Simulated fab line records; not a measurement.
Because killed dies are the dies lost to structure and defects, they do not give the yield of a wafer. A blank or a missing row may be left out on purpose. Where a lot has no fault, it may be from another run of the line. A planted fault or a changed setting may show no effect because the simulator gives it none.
Comparing a struck lot with a sound one / flow ritCmos / 21 out of 202 route steps
Sound: the wafers L557.4, L557.5, L557.6. The struck wafers were L566.1, L566.2, L566.5. The cause is named last.
Order at every step that has rows: each side's tool, ch and its chambers, its first start. Under that, the readings that differ: sound wafers / struck wafers / difference of the means / sigmas: that difference in standard deviations of wafers without a fault.
alike: words and numbers the same on both sides, and readings whose means are apart by under 2 such deviations; not compared: readings that were withheld, readings missing a value for some wafer, numbers with overlapping values and no deviation given by the record, and bounds like >300 which may hide the same value.
The two part at a step that has a row with sigmas, a row that says differs or no value, or rows on one side only. Numbers that have no deviation but don't overlap get no sigmas and don't part them. Lack of a reading on every wafer of one side parts them only where that side has two or more wafers.

first, 6 steps without rows for these wafers: RIT_NRETRO_HMDS_00 (prime time 60 s); RIT_NRETRO_COAT_01 (resist thk 1300 nm); RIT_NRETRO_SOFTBAKE_02 (time 60 s); RIT_NRETRO_EXPOSE_03 (exposes mask M4, target cd 43900 nm); RIT_NRETRO_PEB_04; RIT_NRETRO_DEVELOP_05 (develop time 68 s).
RIT_NRETRO_OVL_MEAS_06:
  sound on overlay-01 at day 3 16:01; struck on overlay-01 at day 5 13:46
  alike: NRETRO_OVL
then, 2 steps without rows for these wafers: RIT_NRETRO_HARDBAKE_07 (time 120 s); RIT_NRETRO_IMPLANT_08.
RIT_NRETRO_STRIP_09: strips in O2, time 180 s.
  sound on plasmaAsher-02 ch 0,1, day 3 16:29; struck on plasmaAsher-02 ch 0,1, day 5 14:12
  alike: drypumpMotorCurrentA
  not compared: rfHoursCounterH
RIT_NRETRO_TW_MEAS_10:
  sound on filmMetro-03 at day 3 16:38; struck on filmMetro-03 at day 5 14:22
  alike: NRETRO_TW
then, 1 step without rows for these wafers: RIT_PRETRO_HMDS_00 (prime time 60 s).
RIT_PRETRO_COAT_01: resist thk 1300 nm.
  sound on lithoTrack-02 ch 0, day 3 16:53; struck on lithoTrack-02 ch 0, day 5 14:35
reading=model.NOVOLAK_of_PRETRO_COAT_01.thkNm (nm); sound=1306 1310 1301; struck=1322 1321 1323; difference=+16; sigmas=
  alike: exhaustPa
then, 4 steps without rows for these wafers: RIT_PRETRO_SOFTBAKE_02 (time 60 s); RIT_PRETRO_EXPOSE_03 (exposes mask M5, target cd 43700 nm); RIT_PRETRO_PEB_04; RIT_PRETRO_DEVELOP_05 (develop time 65.46 s).
RIT_PRETRO_OVL_MEAS_06:
  sound on overlay-02 at day 3 17:54; struck on overlay-01 at day 5 15:26
  alike: PRETRO_OVL
RIT_PRETRO_HARDBAKE_07: time 120 s.
  sound on lithoTrack-01 ch 0, day 3 18:02; struck on lithoTrack-03 ch 0, day 5 15:28
reading=model.NOVOLAK_of_PRETRO_COAT_01.thkNm (nm); sound=1142 1145 1138; struck=1155 1155 1156; difference=+14; sigmas=
  alike: exhaustPa
following that, these wafers have no rows for 1 step: RIT_PRETRO_IMPLANT_08.
RIT_M1_PROBE_99:
  the record has rows for the struck wafers here (prober-01, day 6 20:06) and none for the sound ones

== WHERE THEY PART ==
Only at RIT_M1_PROBE_99, as far as this record shows.

WHY: what had been put in by the simulator
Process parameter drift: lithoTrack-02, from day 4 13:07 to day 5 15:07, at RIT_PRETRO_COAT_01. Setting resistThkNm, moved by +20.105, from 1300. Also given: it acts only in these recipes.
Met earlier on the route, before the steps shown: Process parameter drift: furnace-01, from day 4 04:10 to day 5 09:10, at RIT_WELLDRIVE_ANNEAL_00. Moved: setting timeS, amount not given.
